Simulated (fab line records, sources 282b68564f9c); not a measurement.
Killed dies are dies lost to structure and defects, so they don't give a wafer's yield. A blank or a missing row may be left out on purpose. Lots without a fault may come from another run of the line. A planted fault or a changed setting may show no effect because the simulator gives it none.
Which tool did it? | flow rit_cmos | 6 lots, 18 wafers sampled, at 2 steps of a route of 202

WHAT THE GAUGES READ, wafer by wafer
RIT_GATE_THK_MEAS_07.
lot  | measured    | on            | GATE_OXIDE_THK (nm)
L719 | day 2 22:27 | film_metro-02 | 3.06 3.08 3.12
L721 | day 3 09:36 | film_metro-04 | 2.93 3.03 2.89
L723 | day 4 00:37 | film_metro-03 | 3.09 3.05 3.06
L726 | day 4 09:40 | film_metro-03 | 2.80 2.77 2.76
L729 | day 5 01:19 | film_metro-02 | 3.00 2.95 2.97
L737 | day 6 11:09 | film_metro-02 | 3.08 3.02 3.01

WHICH TOOL RAN EACH LOT (tool, then ch and the chambers of the sampled wafers, then the start)
lot  | RIT_GATE_OXIDATION_05
L719 | furnace-03 ch 0, day 2 19:49
L721 | furnace-04 ch 0, day 3 07:13
L723 | furnace-01 ch 0, day 3 20:02
L726 | furnace-04 ch 0, day 4 07:43
L729 | furnace-01 ch 0, day 4 22:43
L737 | furnace-01 ch 0, day 6 09:50
- RIT_GATE_OXIDATION_05: target thk 3 nm, ox time 270 s.

THE ANSWER, worked out from the rows above alone
Rule: what is usual is taken from the lots themselves. Put in order of their means at a reading, lots are off if they are a third of the lots or fewer, leave a main group of 4 or more, and stand apart from it by a gap of 3 or more times the standard deviation of the main group's means; of several such gaps the widest counts. A main group whose means are all the same, to the digits that the tables above print for the reading, isn't used. A lot without any number at a reading at which 4 lots or more have one is off too. The other lots that the step has rows for count as sound.
Off: L726, at RIT_GATE_THK_MEAS_07 (GATE_OXIDE_THK). The main group: mean 3.02 nm, standard deviation 0.053.
A tool fits if, at a process step before that reading, it ran every lot that is off, and no sound lot after the first of them. The gauges at RIT_GATE_THK_MEAS_07 are tried like those tools. Can't be told from this: 2 tools fit, furnace-04 at RIT_GATE_OXIDATION_05, film_metro-03 at RIT_GATE_THK_MEAS_07.

WHAT THE SIMULATOR HAD PUT IN
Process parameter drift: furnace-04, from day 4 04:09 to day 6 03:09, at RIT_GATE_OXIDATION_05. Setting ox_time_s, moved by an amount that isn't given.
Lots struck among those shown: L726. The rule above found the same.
